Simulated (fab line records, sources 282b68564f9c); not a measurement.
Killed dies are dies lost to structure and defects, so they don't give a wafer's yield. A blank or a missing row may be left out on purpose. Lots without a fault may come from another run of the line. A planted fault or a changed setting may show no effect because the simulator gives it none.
fab line records | flow rit_cmos
record lots=15 wafers=45 last_day=8
route steps=202 shown ACTIVE@12 PWELL@49 NLDD@108
lots that met no fault: from a run of the same line without faults
start_h: hours from the record's first day to the start of the lot's first wafer shown | wait_h: hours since the lot's step before | " the same as in the row above | L1.1+2: a row that stands for several wafers | - no value, or no start given | * or withheld: withheld | < > ~ a bound
route shown NAME@n: a module of which the file shows steps, and the number in the route of the first | usual: mean/standard deviation of fault-free wafers | same: alike in all rows | chamber/n: place in a boat | sites: the reading at each site | _std_site: their standard deviation | _edge_site: outer sites' mean less inner sites' | radius_mm: how far each site lies from the wafer's centre | mask NAME#n: copy n | behind: the tool/chamber that last shaped the wafer | hold: why the lot was held/for how many hours/how that ended | device: the transistor (n, p or np) that didn't switch | end of line: the same wafers' tests at the end of the route | a step without rows: its recipe alone | killed: dies lost to structure and defects at the first sort, not the wafer's yield | map: a wafer's dies, x killed, . not, _ none there
set.NAME: the setting as run; set.NAME@STEP: as run at that earlier step | model.NAME: the simulator's own value behind a step, which no gauge read
steps of the route over a sample of lots; a table a step, a row a wafer
## steps
# step RIT_ACTIVE_CD_MEAS_11
# recipe target_cd_nm=1400
# usual cd_nm=1400.2/2.4
# columns lot.wafer tool chamber start_h wait_h cd_nm
L467.1 cd_sem-01 - 24.56 - 1397.7
L467.2 " - " " 1398.2
L467.6 " - " " 1397.1
L469.1 cd_sem-01 - 34.55 - 1401.0
L469.4 " - " " 1402.6
L469.6 " - " " 1400.3
L471.2 cd_sem-02 - 44.46 - 1400.4
L471.5 " - " " 1398.3
L471.6 " - " " 1401.5
L474.2 cd_sem-02 - 61.41 - 1399.7
L474.4 " - " " 1401.8
L474.6 " - " " 1400.6
L475.3 cd_sem-02 - 64.48 - 1398.3
L475.4 " - " " 1398.3
L475.6 " - " " 1399.6
L476.4 cd_sem-02 - 69.50 - 1397.4
L476.5 " - " " 1399.5
L476.6 " - " " 1398.3
L479.1 cd_sem-01 - 84.78 - 1398.5
L479.2 " - " " 1399.1
L479.5 " - " " 1399.4
L480.3 cd_sem-01 - 89.60 - 1400.4
L480.4 " - " " 1399.2
L480.5 " - " " 1398.1
L481.3 cd_sem-02 - 95.17 - 1398.1
L481.4 " - " " 1398.9
L481.5 " - " " 1400.8
L482.2 cd_sem-01 - 99.98 - 1400.1
L482.4 " - " " 1403.4
L482.6 " - " " 1400.8
L483.3 cd_sem-01 - 105.07 - 1403.6
L483.5 " - " " 1401.0
L483.6 " - " " 1401.5
L484.1 cd_sem-02 - 110.94 - 1402.9
L484.4 " - " " 1402.8
L484.6 " - " " 1403.4
L485.1 cd_sem-02 - 115.89 - 1402.4
L485.2 " - " " 1404.6
L485.4 " - " " 1402.6
L487.2 cd_sem-02 - 127.62 - 1399.8
L487.3 " - " " 1400.4
L487.6 " - " " 1401.6
L488.3 cd_sem-01 - 133.38 - 1398.9
L488.4 " - " " 1399.6
L488.6 " - " " 1400.8
# step RIT_PWELL_TW_MEAS_10
# usual PWELL_TW=947/5.2
# columns lot.wafer tool chamber start_h wait_h PWELL_TW
L467.1 film_metro-04 - 33.32 0.1 941
L467.2 " - " " 945
L467.6 " - " " 946
L469.1 film_metro-01 - 43.26 0.1 938
L469.4 " - " " 939
L469.6 " - " " 941
L471.2 film_metro-04 - 52.43 0.1 951
L471.5 " - " " 955
L471.6 " - " " 959
L474.2 film_metro-01 - 69.49 0.1 946
L474.4 " - " " 943
L474.6 " - " " 942
L475.3 film_metro-04 - 72.74 0.1 952
L475.4 " - " " 956
L475.6 " - " " 947
L476.4 film_metro-01 - 78.24 0.1 942
L476.5 " - " " 945
L476.6 " - " " 951
L479.1 film_metro-04 - 93.39 0.1 945
L479.2 " - " " 947
L479.5 " - " " 944
L480.3 film_metro-02 - 97.43 0.1 957
L480.4 " - " " 956
L480.5 " - " " 954
L481.3 film_metro-04 - 104.04 0.1 936
L481.4 " - " " 940
L481.5 " - " " 934
L482.2 film_metro-01 - 108.11 0.1 944
L482.4 " - " " 944
L482.6 " - " " 941
L483.3 film_metro-02 - 113.57 0.1 945
L483.5 " - " " 952
L483.6 " - " " 951
L484.1 film_metro-01 - 118.83 0.1 946
L484.4 " - " " 946
L484.6 " - " " 942
L485.1 film_metro-04 - 124.03 0.1 947
L485.2 " - " " 945
L485.4 " - " " 948
L487.2 film_metro-04 - 135.71 0.1 950
L487.3 " - " " 945
L487.6 " - " " 945
L488.3 film_metro-04 - 141.21 0.1 944
L488.4 " - " " 944
L488.6 " - " " 942
# step RIT_WELLDRIVE_RS_MEAS_02
# recipe thk_meas_gauge=four-point-probe
# usual PWELL_RS=429.5/1.3
# columns lot.wafer tool chamber start_h wait_h PWELL_RS[ohm/sq]
L467.1 film_metro-02 - 38.58 0.1 427.8
L467.2 " - " " 428.0
L467.6 " - " " 429.1
L469.1 film_metro-02 - 48.52 0.1 429.0
L469.4 " - " " 429.9
L469.6 " - " " 429.5
L471.2 film_metro-02 - 57.70 0.1 428.0
L471.5 " - " " 426.4
L471.6 " - " " 426.3
L474.2 film_metro-02 - 74.77 0.1 430.9
L474.4 " - " " 430.1
L474.6 " - " " 430.3
L475.3 film_metro-04 - 78.02 0.1 428.3
L475.4 " - " " 428.9
L475.6 " - " " 429.7
L476.4 film_metro-04 - 83.53 0.1 430.9
L476.5 " - " " 430.3
L476.6 " - " " 431.0
L479.1 film_metro-04 - 98.65 0.1 430.9
L479.2 " - " " 429.1
L479.5 " - " " 431.1
L480.3 film_metro-02 - 102.72 0.1 427.4
L480.4 " - " " 428.1
L480.5 " - " " 426.7
L481.3 film_metro-02 - 109.32 0.1 427.9
L481.4 " - " " 429.4
L481.5 " - " " 429.2
L482.2 film_metro-04 - 113.60 0.1 429.8
L482.4 " - " " 430.8
L482.6 " - " " 429.9
L483.3 film_metro-02 - 118.86 0.1 428.2
L483.5 " - " " 429.1
L483.6 " - " " 427.2
L484.1 film_metro-02 - 124.09 0.1 428.8
L484.4 " - " " 428.6
L484.6 " - " " 428.4
L485.1 film_metro-02 - 129.31 0.1 428.5
L485.2 " - " " 429.2
L485.4 " - " " 429.7
L487.2 film_metro-01 - 140.98 0.1 428.7
L487.3 " - " " 429.6
L487.6 " - " " 429.7
L488.3 film_metro-01 - 147.40 0.1 430.5
L488.4 " - " " 430.1
L488.6 " - " " 432.1
# step RIT_NLDD_DEVELOP_05
# recipe resist=NOVOLAK develop_time_s=50 dev_temp_c=23
# usual chill_plate_temp_C=23.00/0.099 develop_time_s=50/0
# columns lot.wafer tool chamber start_h wait_h chill_plate_temp_C develop_time_s
L467.1 litho_track-04 0 51 - 23.11 50
L467.2 " 0 " " 23.05 50
L467.6 " 0 " " 23.04 50
L469.1 litho_track-04 0 64 - 23.02 50
L469.4 " 0 " " 22.91 50
L469.6 " 0 " " 22.94 50
L471.2 litho_track-04 0 70 - 23.06 50
L471.5 " 0 " " 22.76 50
L471.6 " 0 " " 23.12 50
L474.2 litho_track-01 - 87 - - -
L474.4 " - " " - -
L474.6 " - " " - -
L475.3 litho_track-01 - 90 - - -
L475.4 " - " " - -
L475.6 " - " " - -
L476.4 litho_track-04 - 96 - - -
L476.5 " - " " - -
L476.6 " - " " - -
L479.1 litho_track-04 0 111 - 22.91 50
L479.2 " 0 " " 23.00 50
L479.5 " 0 " " 23.08 50
L480.3 litho_track-04 0 117 - 23.19 50
L480.4 " 0 " " 23.10 50
L480.5 " 0 " " 23.04 50
L481.3 litho_track-02 0 123 - 23.06 50
L481.4 " 0 " " 23.11 50
L481.5 " 0 " " 23.03 50
L482.2 litho_track-02 0 127 - 23.14 50
L482.4 " 0 " " 22.94 50
L482.6 " 0 " " 23.11 50
L483.3 litho_track-04 0 134 - 22.82 50
L483.5 " 0 " " 22.83 50
L483.6 " 0 " " 22.87 50
L484.1 litho_track-01 0 140 - 22.88 50
L484.4 " 0 " " 22.98 50
L484.6 " 0 " " 22.86 50
L485.1 litho_track-02 0 144 - 23.01 50
L485.2 " 0 " " 22.96 50
L485.4 " 0 " " 22.98 50
L487.2 litho_track-04 0 155 - 23.04 50
L487.3 " 0 " " 22.88 50
L487.6 " 0 " " 22.96 50
L488.3 litho_track-02 0 168 - 22.93 50
L488.4 " 0 " " 22.97 50
L488.6 " 0 " " 23.02 50
## key
first_sign step=RIT_NLDD_DEVELOP_05 reading=tool_record direction=missing
effect none on later readings
met_at RIT_NLDD_DEVELOP_05
struck_lots L474,L475,L476
sort_left_out L474.2,L474.4,L474.6,L475.3,L475.4,L475.6,L476.4,L476.5,L476.6
tester_left_out L474,L475,L476
not_acting_at RIT_ACTIVE_CD_MEAS_11,RIT_PWELL_TW_MEAS_10,RIT_WELLDRIVE_RS_MEAS_02
onset_between 70 87
fault kind=skipped_step_whole tool=litho_track-01,litho_track-04 chamber=- onset_h=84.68 steps=RIT_NLDD_DEVELOP_05 scope=struck_lots_only
# tester_left_out: of these lots the tester's yield and bins aren't shown, on N5 and GAA mostly nor the transistor test; their killed dies are dies lost to structure and defects alone, not to doping, threshold or leakage, so they don't give the yield
# sort_left_out: the simulated sort isn't trusted on such a fault, so these wafers' sort isn't shown, and their yield isn't known
